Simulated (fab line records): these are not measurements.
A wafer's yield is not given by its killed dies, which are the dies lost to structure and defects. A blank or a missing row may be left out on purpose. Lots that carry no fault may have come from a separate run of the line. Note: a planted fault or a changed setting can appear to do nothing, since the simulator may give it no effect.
Split-lot trial	flow berkeley cmos170	on a route of 331 steps: 5 lots, 23 wafers read

== THE SPLIT ==
At UCB170_PFIELD_COAT_01 (resist thk 900 nm), the setting resist thk nm was moved away from the recipe's 900 nm on 7 of the 23 wafers read, by -3.2% to +4.4%. This setting was run at the recipe's value on the other wafers.

The reading is taken at the split's own step.

== THE READING ==
KrF_of_PFIELD_COAT_01.thk nm (the simulator's own value, which no gauge read), in nm, at UCB170_PFIELD_COAT_01 (resist thk 900 nm). There is no usual value for it anywhere in the file. Average 900.0 nm, standard deviation 1.5 nm, over the 16 wafers here run with the recipe.

wafer	tool, chamber at the split	resist thk nm as run, nm	against the recipe	KrF_of_PFIELD_COAT_01.thk nm, nm	against lot-mates on the recipe
L074.1	litho track-04, 0	900	recipe	901.3	-
L074.2	litho track-04, 0	900	recipe	901.9	-
L074.4	litho track-04, 0	900	recipe	899.2	-
L074.5	litho track-04, 0	900	recipe	899.8	-
L074.6	litho track-04, 0	900	recipe	900.4	-
L077.1	litho track-03, 0	939.5	+4.4%	939.5	+40.3
L077.3	litho track-03, 0	900	recipe	899.5	-
L077.4	litho track-03, 0	900	recipe	900.1	-
L077.5	litho track-03, 0	900	recipe	898.1	-
L077.6	litho track-03, 0	939.5	+4.4%	940.3	+41.1
L078.2	litho track-04, 0	871.6	-3.2%	870.1	-29.5
L078.3	litho track-04, 0	871.6	-3.2%	875	-24.6
L078.4	litho track-04, 0	900	recipe	897.9	-
L078.5	litho track-04, 0	900	recipe	901.3	-
L078.6	litho track-04, 0	871.6	-3.2%	870.6	-29.0
L079.1	litho track-03, 0	900	recipe	897.5	-
L079.3	litho track-03, 0	900	recipe	902.3	-
L079.5	litho track-03, 0	900	recipe	897.3	-
L080.1	litho track-04, 0	900	recipe	901.1	-
L080.3	litho track-04, 0	918.9	+2.1%	922	+21.1
L080.4	litho track-04, 0	900	recipe	901.4	-
L080.5	litho track-04, 0	900	recipe	900.3	-
L080.6	litho track-04, 0	918.9	+2.1%	918.1	+17.2

FIT RESULTS
A straight line over all 23 wafers: KrF_of_PFIELD_COAT_01.thk nm changes by +9.06 nm for each +1% of resist thk nm; r = +1.00; the points scatter about the line by 1.7 nm.
The same after taking each lot's own level away (the mean of its wafers on the recipe; 23 wafers): +9.05 nm for each +1%; r = +1.00; scatter 1.6 nm.
That fit puts the effect of the largest move of resist thk nm on the reading at 40 nm.
From 899.03 to 900.93 nm: that is the span of the lots' own levels, equal to 1.2 times the standard deviation above.
Hence the lot-to-lot level has little effect on the slope; both slopes agree.
Check: for one of the wafers moved furthest among these (+4.4%), held out of the fit, the line's prediction against its lot-mates is +39.8 nm. Against them it came out at +40.3 nm.

== OTHER SPLITS APPLIED TO THESE WAFERS ==
Other splits were also applied to these wafers ahead of the reading. Each is held against what the fit with the lots' levels taken away leaves over:
other split on the same wafers	wafers away from the commonest value	r with KrF_of_PFIELD_COAT_01.thk nm (lot level and that fit taken away)
UCB170_ZERO_STRIP_07 o2 flow sccm	7	+0.17
UCB170_PWELL_CVD_05 pressure mtorr	15	-0.05
UCB170_ACTIVE_COAT_08 spin rpm	8	-0.04
UCB170_ACTIVE_EXPOSE_10 dose mj	7	-0.19

== THE WHOLE CHAIN: every reading that the file lists as answering this split, in the file's order ==
step	what it does	reading	change (the file's fit)	r (the file's)
UCB170_PFIELD_COAT_01	resist thk 900 nm	KrF_of_PFIELD_COAT_01.thk nm (the simulator's own value, which no gauge read)	+9.1 nm for each +1% of the setting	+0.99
UCB170_PFIELD_STRIP_08	strips in O2	strip time to endpoint s	withheld for each +1% of the setting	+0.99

== FILE'S OWN FIT ==
KrF_of_PFIELD_COAT_01.thk nm changes by +9.1 nm for each +1% of resist thk nm, r = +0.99.
